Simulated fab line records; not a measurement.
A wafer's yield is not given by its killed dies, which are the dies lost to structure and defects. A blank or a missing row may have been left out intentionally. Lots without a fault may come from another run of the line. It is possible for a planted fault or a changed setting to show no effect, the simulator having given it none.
Matching of chambers :: flow rit cmos :: 4 sister chambers for RIT_GATE_ETCH_19 on rie si-01
The step etches poly-Si in SF6/CHF3/O2, stops on SiO2, time 165 s, target depth 312.5 nm. 4 wafers are shown with their chamber, then 8 later ones without.

== WAFERS PAIRED WITH THEIR CHAMBERS ==
wafer: L729.3
chamber: 0
drypump motor current A (A): 6.0

wafer: L742.5
chamber: 3
drypump motor current A (A): 5.4

wafer: L742.6
chamber: 2
drypump motor current A (A): 6.1

wafer: L744.1
chamber: 1
drypump motor current A (A): 5.3

== WAFERS MISSING THEIR CHAMBER ==
wafer: L744.3
drypump motor current A (A): 6.2

wafer: L744.5
drypump motor current A (A): 6.0

wafer: L746.1
drypump motor current A (A): 5.3

wafer: L746.2
drypump motor current A (A): 6.1

wafer: L746.6
drypump motor current A (A): 6.0

wafer: L748.2
drypump motor current A (A): 6.1

wafer: L748.3
drypump motor current A (A): 5.4

wafer: L748.5
drypump motor current A (A): 5.4

== EACH ONE'S CHAMBER ==
wafer: L744.3
from the rows above: 2
in truth: 2

wafer: L744.5
from the rows above: 0
in truth: 0

wafer: L746.1
from the rows above: 1
in truth: 1

wafer: L746.2
from the rows above: 2
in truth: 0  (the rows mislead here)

wafer: L746.6
from the rows above: 0
in truth: 0

wafer: L748.2
from the rows above: 2
in truth: 2

wafer: L748.3
from the rows above: 3
in truth: 3

wafer: L748.5
from the rows above: 3
in truth: 3
Correct placement for 7 of the 8. Number that these rows cannot place: 0. 1 placed wrongly.
How it was worked out, from the rows above alone: a wafer's distance from a chamber is the root of the sum, over the readings, of the square of ((its reading less the chamber's mean) divided by the reading's scatter). The wafer belongs to the nearest chamber; if the next one is less than 2 further off, it can't be placed. For every chamber, the mean is computed from those of its wafers that are shown. The scatter (one wafer shown for each chamber): square how far every hidden wafer sits from the nearest shown wafer, average those squares and take the square root.
